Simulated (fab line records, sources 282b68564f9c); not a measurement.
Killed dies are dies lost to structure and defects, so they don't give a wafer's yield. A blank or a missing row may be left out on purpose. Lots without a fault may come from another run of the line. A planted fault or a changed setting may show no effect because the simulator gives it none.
A struck lot beside a sound one | flow rit_cmos | 16 steps out of a route of 202
Sound: wafers L564.1, L564.2, L564.3. Struck: wafers L575.3, L575.4, L575.5. The cause comes at the end.
At each step with rows: each side's tool, then ch and its chambers, then its first start. Under that, the readings that differ: sound wafers | struck wafers | difference of the means | sigmas: that difference in standard deviations of wafers without a fault.
alike: readings whose means differ by less than 2 such deviations, and words and numbers that are the same on both sides. not compared: withheld readings, readings that some wafer has no value for, bounds like >300 that may hide the same value, and numbers for which the record gives no deviation and whose values overlap.
The two part at a step that has a row with sigmas, a row that says differs or no value, or rows on one side only. Numbers that don't overlap but have no deviation are shown without sigmas and don't part them. A reading that every wafer of one side lacks parts them only if that side has two wafers or more.

first, 1 step without rows for these wafers: RIT_PSD_IMPLANT_08.
RIT_PSD_STRIP_09: strips in O2, time 180 s.
  sound on plasma_asher-04 ch 0,1, day 3 01:24; struck on plasma_asher-04 ch 0,1, day 5 12:02
  alike: chamber_pressure_mTorr, drypump_motor_current_A
  not compared: rf_hours_counter_h
RIT_PSD_TW_MEAS_10:
  sound on film_metro-02, day 3 01:34; struck on film_metro-01, day 5 12:10
  reading | sound          | struck         | difference | sigmas
  PSD_TW  | 3466 3478 3470 | 3401 3386 3368 | -86        | -3
then, 3 steps without rows for these wafers: RIT_SDANNEAL_CLEAN_00 (cleans in SC1, time 600 s); RIT_SDANNEAL_CLEAN_01 (cleans in dHF, time 30 s); RIT_SDANNEAL_CLEAN_02 (cleans in SC2, time 600 s).
RIT_SDANNEAL_RTA_03: time 5 s.
  sound on rtp_anneal-01 ch 0, day 3 02:00; struck on rtp_anneal-02 ch 0, day 5 12:35
  alike: wafer_temp_C_max
RIT_SDANNEAL_RS_MEAS_04: measures by four-point-probe.
  sound on film_metro-03, day 3 02:04; struck on film_metro-03, day 5 12:40
  alike: PSD_RS
RIT_SDANNEAL_RS_MEAS_05: measures by four-point-probe.
  sound on film_metro-03, day 3 02:11; struck on film_metro-03, day 5 12:47
  alike: NSD_RS
RIT_SDANNEAL_RS_MEAS_06: measures by four-point-probe.
  sound on film_metro-03, day 3 02:18; struck on film_metro-03, day 5 12:55
  alike: PLDD_RS
RIT_SDANNEAL_RS_MEAS_07: measures by four-point-probe.
  sound on film_metro-03, day 3 02:25; struck on film_metro-03, day 5 13:02
  alike: NLDD_RS
then, 1 step without rows for these wafers: RIT_SILICIDE_WET_ETCH_00 (etches SiO2 in BOE, target depth 14 nm, time 15 s).
RIT_SILICIDE_SPUTTER_01: material Ti, target thk 30 nm, time 240 s.
  sound on pvd_sputter-04, day 3 02:33; struck on pvd_sputter-03, day 5 13:26
  alike: throttle_valve_pct
RIT_SILICIDE_RS_MEAS_02: measures by four-point-probe.
  sound on film_metro-04, day 3 02:42; struck on film_metro-04, day 5 14:04
  reading                 | sound          | struck         | difference | sigmas
  SILICIDE_TI_RS (ohm/sq) | 48.3 48.0 48.0 | 20.3 20.6 20.5 | -27.6      | -44
RIT_SILICIDE_THK_MEAS_03: measures by xrf.
  sound on film_metro-04, day 3 02:49; struck on film_metro-04, day 6 01:28
  reading              | sound          | struck         | difference | sigmas
  SILICIDE_TI_THK (nm) | 30.0 30.2 30.1 | 61.1 60.2 60.7 | +30.6      | +85
RIT_M1_PROBE_99:
  the record has rows for the sound wafers here (prober-01, day 3 09:32) and none for the struck ones

WHERE THEY PART
First at RIT_PSD_TW_MEAS_10; last, within this record, at RIT_M1_PROBE_99.

WHY: what the simulator had put in
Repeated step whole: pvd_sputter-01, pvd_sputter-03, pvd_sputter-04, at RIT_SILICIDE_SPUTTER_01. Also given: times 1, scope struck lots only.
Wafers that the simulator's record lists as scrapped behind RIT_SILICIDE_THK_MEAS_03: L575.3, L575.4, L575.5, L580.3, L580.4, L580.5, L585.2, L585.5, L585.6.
